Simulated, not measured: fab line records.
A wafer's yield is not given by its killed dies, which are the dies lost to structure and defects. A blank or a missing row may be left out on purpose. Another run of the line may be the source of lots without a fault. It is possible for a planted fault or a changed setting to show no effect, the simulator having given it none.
One fault seen from 2 desks -- flow rit_cmos -- every desk sees just its own numbers, and what lay behind them comes last

## THE TOOL OWNER'S DESK: implanter-01
The tool's own readings at RIT_PSD_IMPLANT_08, given as means over the sampled wafers that have a number, one for each lot that went through this tool. The brackets show how far a lot's mean lies from the usual mean; more than 4 standard deviations puts the lot out of limits, marked OUT.
Columns: A = dose_ions_cm2 at RIT_PSD_IMPLANT_08, usual 4.999e+15; B = faraday_current_uA at RIT_PSD_IMPLANT_08, usual 12558
lot,first seen here,A,B
L954,day 3 11:51,4.992e+15,12789
L959,day 4 14:17,5.005e+15,12629
L960,day 4 18:00,4.998e+15,12813
L961,day 4 23:49,4.775e+15 (-38) OUT,12601
L962,day 5 04:46,4.768e+15 (-39) OUT,12572
L963,day 5 11:49,4.770e+15 (-39) OUT,12413
This desk finds L961, L962, L963 out of limits, L961 being first, at day 4 23:49 (dose_ions_cm2 at RIT_PSD_IMPLANT_08). In limits: L954, L959, L960.

## METROLOGY DESK
Lot by lot, what the gauges showed, no matter which tool ran the lot: averages of those sampled wafers that carry a number. The brackets show how far a lot's mean lies from the usual mean; more than 4 standard deviations puts the lot out of limits, marked OUT.
Columns: A = INCOMING_BOW at RIT_ACTIVE_BOW_MEAS_00, usual 0 um
lot,first seen here,A
L952,day 1 10:04,3
L953,day 1 15:01,2
L954,day 1 20:00,2
L955,day 2 01:00,-1
L956,day 2 06:01,-9
L957,day 2 11:00,6
L959,day 2 21:00,-1
L960,day 3 02:04,-8
L961,day 3 07:01,-4
L962,day 3 12:04,3
L963,day 3 17:00,3
L964,day 3 22:02,-3
L968,day 4 18:00,-3
L971,day 5 09:02,2
L973,day 5 19:00,-4
This desk's verdict: no lot among the 15 shows anything out of limits.

## BROUGHT TOGETHER
On L961, L962, L963, at day 4 23:49, an alarm was possible from the tool owner's desk.
At the metrology desk, nothing out of limits was observed.
The metrology desk has L961, L962, L963 on record, within its limits.
RIT_PSD_IMPLANT_08 was run on implanter-01 by each of the lots named.

## WHAT WAS PUT IN BY THE SIMULATOR
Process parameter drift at RIT_PSD_IMPLANT_08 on implanter-01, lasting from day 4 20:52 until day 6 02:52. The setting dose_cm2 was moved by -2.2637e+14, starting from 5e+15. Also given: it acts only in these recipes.
Struck lots among those shown: L961, L962, L963.
Time in hours from fault onset to the first out-of-limits reading at each desk: the tool owner's desk, 3.
